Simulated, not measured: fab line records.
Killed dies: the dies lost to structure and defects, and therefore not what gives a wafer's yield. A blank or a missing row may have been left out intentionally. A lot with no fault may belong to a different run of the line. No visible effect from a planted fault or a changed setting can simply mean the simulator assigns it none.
Struck lot and sound lot, side by side || flow rit-cmos || 18 out of 202 route steps
Sound: wafers L777.2, L777.3, L777.6. Wafers struck: L783.1, L783.4, L783.5. The cause is given at the end.
Per side, at each step with rows, come the tool, then ch with its chambers, and then its first start. Under that, the readings that differ: sound wafers || struck wafers || difference of the means || sigmas: that difference in standard deviations of wafers without a fault.
alike: readings with means less than 2 such deviations apart, plus words and numbers identical on both sides. not compared: withheld readings, readings lacking a value on some wafer, bounds such as >300 that could conceal the same value, and numbers that have no deviation in the record and whose values overlap.
Wherever a step has rows on one side only, a row that says differs or no value, or a row with sigmas, the two part there. Non-overlapping numbers with no deviation appear without sigmas and do not part them. Lack of a reading on every wafer of one side parts them only where that side has two or more wafers.

first, 2 steps without rows for these wafers: RIT_NWELL_HARDBAKE_07 (time 120 s); RIT_NWELL_IMPLANT_08.
RIT_NWELL_STRIP_09: strips in O2, time 180 s.
  sound on plasma-asher-01 ch 0,1, day 2 11:56; struck on plasma-asher-02 ch 0,1, day 3 22:53
  alike: drypump-motor-current-A, rf-refl-power-W
  not compared: rf-hours-counter-h
RIT_NWELL_TW_MEAS_10:
  sound: film-metro-02 at day 2 12:07; struck: film-metro-04 at day 3 23:03
  alike: NWELL_TW
then, 6 steps without rows for these wafers: RIT_PWELL_HMDS_00 (prime time 60 s); RIT_PWELL_COAT_01 (resist thk 1300 nm); RIT_PWELL_SOFTBAKE_02 (time 60 s); RIT_PWELL_EXPOSE_03 (exposes mask M3, target cd 43700 nm); RIT_PWELL_PEB_04; RIT_PWELL_DEVELOP_05 (develop time 68 s).
RIT_PWELL_OVL_MEAS_06:
  sound: overlay-02 at day 2 13:21; struck: overlay-01 at day 4 00:08
  alike: PWELL_OVL
then, 1 step without rows for these wafers: RIT_PWELL_HARDBAKE_07 (time 120 s).
RIT_PWELL_IMPLANT_08:
  sound on implanter-01 ch 0, day 2 13:40; struck on implanter-04 ch 0, day 4 00:25
{"reading": "dose-ions-cm2", "sound": "7.009e+13 7.004e+13 7.013e+13", "struck": "5.177e+13 5.171e+13 5.171e+13", "difference": -1.836e+13, "sigmas": "-99 or more"}
{"reading": "faraday-current-uA", "sound": "217 225 221", "struck": "165 167 168", "difference": -54, "sigmas": -12}
  alike: end-station-pressure-torr
RIT_PWELL_STRIP_09: strips in O2, time 180 s.
  sound on plasma-asher-04 ch 0,1, day 2 13:47; struck on plasma-asher-01 ch 0,1, day 4 00:34
  alike: drypump-motor-current-A, rf-refl-power-W
  not compared: rf-hours-counter-h
RIT_PWELL_TW_MEAS_10:
  sound: film-metro-01 at day 2 13:58; struck: film-metro-01 at day 4 00:58
{"reading": "PWELL_TW", "sound": "944 952 946", "struck": "861 858 861", "difference": -87, "sigmas": -19}
  not compared: hold
RIT_WELLDRIVE_RS_MEAS_01: the measuring method here is four-point-probe.
  sound: film-metro-04 at day 2 19:33; struck: film-metro-02 at day 4 10:14
  alike: NWELL_RS
RIT_WELLDRIVE_RS_MEAS_02: the measuring method here is four-point-probe.
  sound: film-metro-04 at day 2 19:40; struck: film-metro-02 at day 4 10:38
{"reading": "PWELL_RS (ohm/sq)", "sound": "425.6 424.3 426.3", "struck": "518.4 520.9 520.3", "difference": "+94.5", "sigmas": "+67"}
  not compared: hold
RIT_M1_PROBE_99:
  the record holds rows for the sound wafers here (prober-01, day 4 01:04) but none for the struck ones

## WHERE THEY PART
At RIT_PWELL_IMPLANT_08 first; at RIT_M1_PROBE_99 last (within this record only).

WHY: whatever the simulator had introduced
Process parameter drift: implanter-04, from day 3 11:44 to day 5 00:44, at RIT_PWELL_IMPLANT_08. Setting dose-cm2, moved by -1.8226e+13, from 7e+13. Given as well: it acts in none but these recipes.
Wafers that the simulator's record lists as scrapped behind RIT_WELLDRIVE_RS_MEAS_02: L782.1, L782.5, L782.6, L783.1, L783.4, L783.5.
